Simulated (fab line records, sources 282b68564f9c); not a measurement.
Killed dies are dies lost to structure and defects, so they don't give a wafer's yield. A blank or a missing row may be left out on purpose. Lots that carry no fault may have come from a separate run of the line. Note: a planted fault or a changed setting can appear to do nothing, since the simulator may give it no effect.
Which tool is to blame? + flow rit-cmos + Sampling: 12 lots, 36 wafers, 2 of 202 route steps

## WHAT THE GAUGES SHOWED, per wafer
RIT_REOX_THK_MEAS_04. Usual: REOX_OXIDE_THK gives 25.2 nm (standard deviation 0.43).
| lot  | measured    | on            | REOX_OXIDE_THK (nm) | flag |
|------|-------------|---------------|---------------------|------|
| L212 | day 2 20:28 | film-metro-04 | 25.1 25.1 24.7      |      |
| L217 | day 3 23:19 | film-metro-02 | 26.0 26.6 26.4      |      |
| L220 | day 4 14:03 | film-metro-02 | 32.5 32.3 32.3      | OFF  |
| L221 | day 4 21:55 | film-metro-04 | 32.8 32.9 32.7      | OFF  |
| L223 | day 5 04:52 | film-metro-01 | 25.2 25.0 25.4      |      |
| L225 | day 5 11:43 | film-metro-01 | 25.0 25.1 24.9      |      |
| L228 | day 6 02:32 | film-metro-01 | 24.9 25.0 25.3      |      |
| L229 | day 6 07:29 | film-metro-01 | 24.7 24.9 25.1      |      |
| L230 | day 6 16:40 | film-metro-01 | 25.2 25.5 25.6      |      |
| L232 | day 7 01:37 | film-metro-02 | 26.0 25.9 25.4      |      |
| L234 | day 7 12:22 | film-metro-01 | 25.7 25.2 25.7      |      |
| L235 | day 7 14:55 | film-metro-04 | 25.2 25.1 25.5      |      |

## EACH LOT AND THE TOOL THAT RAN IT (in order: tool; ch and the chambers of the sampled wafers; start)
| lot  | RIT_REOX_OXIDATION_03        |
|------|------------------------------|
| L212 | furnace-03 ch 0, day 2 17:53 |
| L217 | furnace-01 ch 0, day 3 20:45 |
| L220 | furnace-04 ch 0, day 4 11:29 |
| L221 | furnace-04 ch 0, day 4 19:22 |
| L223 | furnace-03 ch 0, day 5 02:19 |
| L225 | furnace-01 ch 0, day 5 09:10 |
| L228 | furnace-03 ch 0, day 5 23:59 |
| L229 | furnace-01 ch 0, day 6 04:56 |
| L230 | furnace-03 ch 0, day 6 14:07 |
| L232 | furnace-03 ch 0, day 6 23:04 |
| L234 | furnace-04 ch 0, day 7 09:49 |
| L235 | furnace-04 ch 0, day 7 12:22 |
- RIT_REOX_OXIDATION_03: target thk 25.2 nm, ox time 5580 s.

## WHAT THE TOOLS THEMSELVES READ (means of the sampled wafers that have a number; where no wafer has one, the mark that the record gives instead)
RIT_REOX_OXIDATION_03. Usual: ox-temp-c-max 903.5, standard deviation 0.96; spike-tc-source-C 923.9 C, standard deviation 1.2; zone-power-centre-pct 40.0 %, standard deviation 1.7.
| lot  | tool       | ox-temp-c-max | spike-tc-source-C (C) | zone-power-centre-pct (%) | flag |
|------|------------|---------------|-----------------------|---------------------------|------|
| L212 | furnace-03 | 904.2         | 923.5                 | 41.1                      |      |
| L217 | furnace-01 | 902.3         | 924.6                 | 42.1                      |      |
| L220 | furnace-04 | 902.8         | 924.7                 | 38.7                      |      |
| L221 | furnace-04 | 903.8         | 925.2                 | 38.7                      |      |
| L223 | furnace-03 | 903.7         | 921.9                 | 40.8                      |      |
| L225 | furnace-01 | 902.0         | 923.8                 | 42.6                      |      |
| L228 | furnace-03 | 904.5         | 923.3                 | 41.0                      |      |
| L229 | furnace-01 | 902.9         | 923.9                 | 42.8                      |      |
| L230 | furnace-03 | 903.4         | 922.3                 | 40.9                      |      |
| L232 | furnace-03 | 904.6         | 923.6                 | 41.0                      |      |
| L234 | furnace-04 | 903.1         | 923.8                 | 38.1                      |      |
| L235 | furnace-04 | 903.5         | 924.2                 | 38.4                      |      |

## THE ANSWER, worked out from the rows above alone
Rule: lot off if the mean of its wafers having a number is beyond 3 standard deviations from the usual mean. Also off: a lot with no number at a reading for which 4 or more lots have one. All remaining lots with rows at the step are treated as sound. After the gauges, taken in route order, come the tools' own readings; for these a lot's mean is taken, as printed above. The first step at which some lot is off is used, and at that step the reading that is off furthest; a lot without a number counts as furthest.
Off: L220, L221, at RIT_REOX_THK_MEAS_04 (REOX_OXIDE_THK).
A tool fits if, at a process step before that reading, it ran every lot that is off, and no sound lot after the first of them. Gauges at RIT_REOX_THK_MEAS_04: tried the same way as those tools. None of those tried fits.

## WHAT WAS PUT IN BY THE SIMULATOR
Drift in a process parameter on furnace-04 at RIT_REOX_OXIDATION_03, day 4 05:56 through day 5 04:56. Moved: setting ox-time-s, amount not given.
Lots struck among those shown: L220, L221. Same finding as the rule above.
